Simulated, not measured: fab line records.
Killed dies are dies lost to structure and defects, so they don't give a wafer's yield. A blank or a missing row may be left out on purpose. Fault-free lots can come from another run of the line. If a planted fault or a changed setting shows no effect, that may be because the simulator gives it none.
The tool behind it: which one?	flow berkeley cmos170	7 lots with 21 wafers sampled at 2 steps, on a route of 331 steps

== WHAT THE GAUGES SHOWED, per wafer ==
UCB170_SDANNEAL_RS_MEAS_04: measures by four-point-probe.
lot	measured	on	PLDD_RS (ohm/sq)
L834	day 7 13:01	film metro-01	1029.7 1031.7 1032.7
L836	day 7 13:03	film metro-04	1031.9 1032.2 1032.2
L838	day 7 23:32	film metro-03	1032.6 1032.0 1031.3
L841	day 8 14:11	film metro-03	1002.7 1001.8 998.2
L847	day 9 14:01	film metro-04	1000.3 998.6 998.7
L853	day 10 23:28	film metro-04	1032.3 1033.6 1033.4
L856	day 11 17:11	film metro-04	1035.8 1032.4 1034.8

== WHICH TOOL RAN EACH LOT (tool, then ch and the chambers of the sampled wafers, then the start) ==
lot	UCB170_PLDD_IMPLANT_09
L834	implanter-03 ch 0, day 7 01:01
L836	implanter-01 ch 0, day 7 01:17
L838	implanter-03 ch 0, day 7 10:57
L841	implanter-01 ch 0, day 8 01:10
L847	implanter-01 ch 0, day 9 03:01
L853	implanter-03 ch 0, day 10 10:20
L856	implanter-04 ch 0, day 11 03:32
- UCB170_PLDD_IMPLANT_09

== THE ANSWER, worked out from the rows above alone ==
Rule: the usual values come from the lots themselves. The widest of any qualifying gaps counts: lots, ordered by their means at a reading, are off when they make up no more than a third of the lots, leave a main group of 4 or more, and stand apart from it by 3 or more times the standard deviation of that group's means. A main group whose means are all the same, to the digits that the tables above print for the reading, isn't used. Also off: a lot with no number at a reading for which 4 or more lots have one. Any other lot the step has rows for is counted as sound.
Off: L841, L847, at UCB170_SDANNEAL_RS_MEAS_04 (PLDD_RS). The main group has a mean of 1032.6 ohm/sq with a standard deviation of 1.
A tool fits if, at a process step before that reading, it ran every lot that is off, and no sound lot after the first of them. Those tools and the gauges at UCB170_SDANNEAL_RS_MEAS_04 are tried in the same way. One candidate fits, namely implanter-01 at UCB170_PLDD_IMPLANT_09. A fault onset in the window from L836 (day 7 01:17, its last sound lot) to L841 (day 8 01:10, its first lot off) fits.

== WHAT THE SIMULATOR HAD INSERTED ==
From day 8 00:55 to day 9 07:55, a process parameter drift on implanter-01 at UCB170_PLDD_IMPLANT_09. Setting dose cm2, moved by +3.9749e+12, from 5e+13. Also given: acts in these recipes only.
Lots struck among those shown: L841, L847. Same finding as the rule above.
